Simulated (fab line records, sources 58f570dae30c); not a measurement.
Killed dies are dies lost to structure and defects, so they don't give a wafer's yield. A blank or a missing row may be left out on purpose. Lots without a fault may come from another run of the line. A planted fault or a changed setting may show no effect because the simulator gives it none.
Which tool did it? | flow berkeley_cmos170 | 14 lots, 42 wafers sampled, at 3 steps of a route of 331

WHAT THE GAUGES READ, wafer by wafer
UCB170_M2_CD_MEAS_90: target cd 700 nm. Usual: cd_nm 699.2 nm, standard deviation 2.3.
lot  | measured     | on        | cd_nm (nm)        | flag
L480 | day 7 17:01  | cd_sem-02 | 700.0 700.1 700.5 |
L481 | day 8 08:46  | cd_sem-02 | 700.1 698.9 698.1 |
L485 | day 9 00:56  | cd_sem-01 | 700.6 698.8 698.8 |
L483 | day 9 01:14  | cd_sem-01 | 703.6 702.0 700.4 |
L486 | day 9 06:47  | cd_sem-01 | 702.4 700.1 698.3 |
L491 | day 10 06:22 | cd_sem-02 | - - -             | OFF
L494 | day 10 23:46 | cd_sem-01 | - - -             | OFF
L496 | day 11 00:44 | cd_sem-01 | 699.7 699.0 698.5 |
L498 | day 11 13:36 | cd_sem-01 | 699.0 700.3 699.9 |
L499 | day 12 01:13 | cd_sem-02 | 696.6 697.3 699.7 |
L500 | day 12 01:17 | cd_sem-01 | 696.5 700.4 699.1 |
L501 | day 12 01:43 | cd_sem-02 | 700.3 695.8 697.7 |
L502 | day 12 02:55 | cd_sem-02 | 696.4 701.9 696.2 |
L503 | day 12 07:49 | cd_sem-01 | 696.2 699.4 696.8 |

WHICH TOOL RAN EACH LOT (tool, then ch and the chambers of the sampled wafers, then the start)
lot  | UCB170_M2_METAL_ETCH_18           | UCB170_M2_STRIP_19
L480 | rie_metal-03 ch 0,1, day 7 16:43  | plasma_asher-01 ch 0,1, day 7 16:54
L481 | rie_metal-02 ch 0,1, day 8 08:28  | plasma_asher-03 ch 0,1, day 8 08:39
L485 | rie_metal-03 ch 0,1, day 9 00:31  | plasma_asher-01 ch 0,1, day 9 00:43
L483 | rie_metal-04 ch 1, day 9 00:46    | plasma_asher-01 ch 0,1, day 9 01:08
L486 | rie_metal-03 ch 0, day 9 06:14    | plasma_asher-01 ch 0,1, day 9 06:26
L491 | rie_metal-02 ch 0,1, day 10 06:04 | plasma_asher-01 ch 0,1, day 10 06:15
L494 | rie_metal-02 ch 0,1, day 10 23:28 | plasma_asher-02 ch 0,1, day 10 23:38
L496 | rie_metal-02 ch 0,1, day 11 00:28 | plasma_asher-03 ch 0,1, day 11 00:38
L498 | rie_metal-04 ch 0, day 11 13:13   | plasma_asher-02 ch 0,1, day 11 13:30
L499 | rie_metal-04 ch 0,1, day 12 00:58 | plasma_asher-03 ch 0,1, day 12 01:07
L500 | rie_metal-03 ch 0,1, day 12 01:01 | plasma_asher-02 ch 0,1, day 12 01:10
L501 | rie_metal-02 ch 1, day 12 01:17   | plasma_asher-03 ch 0,1, day 12 01:36
L502 | rie_metal-04 ch 0,1, day 12 02:38 | plasma_asher-03 ch 0,1, day 12 02:49
L503 | rie_metal-02 ch 1, day 12 07:31   | plasma_asher-03 ch 1, day 12 07:43
- UCB170_M2_METAL_ETCH_18: etches Al in Cl2/BCl3, stops on SiO2, target depth 1170 nm, time 195 s.
- UCB170_M2_STRIP_19: strips in O2.

WHAT THE TOOLS THEMSELVES READ (means of the sampled wafers that have a number; where no wafer has one, the mark that the record gives instead)
UCB170_M2_METAL_ETCH_18. Usual: bcl3_flow_sccm 45.01 sccm, standard deviation 0.12; bias_w 120.0 W, standard deviation 0.36; drypump_motor_current_A 5.39 A, standard deviation 0.21; oes_product_au 0.858 a.u., standard deviation 0.014; throttle_valve_pct 24.37 %, standard deviation 0.083.
lot  | tool         | bcl3_flow_sccm (sccm) | bias_w (W) | drypump_motor_current_A (A) | oes_product_au (a.u.) | throttle_valve_pct (%) | flag
L480 | rie_metal-03 | 45.01                 | 120.0      | 5.44                        | 0.844                 | 24.37                  |
L481 | rie_metal-02 | 45.01                 | 119.9      | 5.35                        | 0.866                 | 24.39                  |
L485 | rie_metal-03 | 44.93                 | 120.0      | 5.44                        | 0.849                 | 24.43                  |
L483 | rie_metal-04 | 45.01                 | 119.6      | 5.74                        | 0.875                 | 24.29                  |
L486 | rie_metal-03 | 45.11                 | 120.3      | 5.39                        | 0.847                 | 24.30                  |
L491 | rie_metal-02 | -                     | -          | -                           | -                     | -                      | OFF
L494 | rie_metal-02 | -                     | -          | -                           | -                     | -                      | OFF
L496 | rie_metal-02 | 45.02                 | 120.1      | 5.21                        | 0.864                 | 24.35                  |
L498 | rie_metal-04 | 45.07                 | 120.0      | 5.17                        | 0.847                 | 24.41                  |
L499 | rie_metal-04 | 44.90                 | 120.2      | 5.35                        | 0.849                 | 24.37                  |
L500 | rie_metal-03 | 45.11                 | 120.1      | 5.45                        | 0.849                 | 24.42                  |
L501 | rie_metal-02 | 44.83                 | 120.6      | 5.44                        | 0.867                 | 24.44                  |
L502 | rie_metal-04 | 45.04                 | 119.6      | 5.57                        | 0.856                 | 24.34                  |
L503 | rie_metal-02 | 44.97                 | 120.1      | 5.44                        | 0.857                 | 24.44                  |

UCB170_M2_STRIP_19. Usual: drypump_motor_current_A 5.92 A, standard deviation 0.23; oes_product_au 0.540 a.u., standard deviation 0.01.
lot  | tool            | drypump_motor_current_A (A) | oes_product_au (a.u.) | flag
L480 | plasma_asher-01 | 5.84                        | 0.537                 |
L481 | plasma_asher-03 | 5.79                        | 0.533                 |
L485 | plasma_asher-01 | 5.81                        | 0.538                 |
L483 | plasma_asher-01 | 5.83                        | 0.537                 |
L486 | plasma_asher-01 | 5.83                        | 0.533                 |
L491 | plasma_asher-01 | 5.83                        | 0.728                 | OFF
L494 | plasma_asher-02 | 5.98                        | 0.726                 | OFF
L496 | plasma_asher-03 | 5.95                        | 0.536                 |
L498 | plasma_asher-02 | 6.11                        | 0.533                 |
L499 | plasma_asher-03 | 5.96                        | 0.548                 |
L500 | plasma_asher-02 | 5.97                        | 0.547                 |
L501 | plasma_asher-03 | 5.95                        | 0.538                 |
L502 | plasma_asher-03 | 5.95                        | 0.554                 |
L503 | plasma_asher-03 | 5.65                        | 0.537                 |

THE ANSWER, worked out from the rows above alone
Rule: a lot is off if the mean of its wafers that have a number lies more than 3 standard deviations from the usual mean. A lot without any number at a reading at which 4 lots or more have one is off too. The other lots that the step has rows for count as sound. The gauges are gone through in route order, then the tools' own readings, and for those a lot's mean is taken as printed above. The first step at which some lot is off is used, and at that step the reading that is off furthest; a lot without a number counts as furthest.
Off: L491, L494, at UCB170_M2_CD_MEAS_90 (cd_nm). Without a number there: L491, L494.
A tool fits if, at a process step before that reading, it ran every lot that is off, and no sound lot after the first of them. The gauges at UCB170_M2_CD_MEAS_90 aren't tried: what is off there is off at UCB170_M2_METAL_ETCH_18 too, on other tools, and a gauge's error can't cause that. None of those tried fits.

WHAT THE SIMULATOR HAD PUT IN
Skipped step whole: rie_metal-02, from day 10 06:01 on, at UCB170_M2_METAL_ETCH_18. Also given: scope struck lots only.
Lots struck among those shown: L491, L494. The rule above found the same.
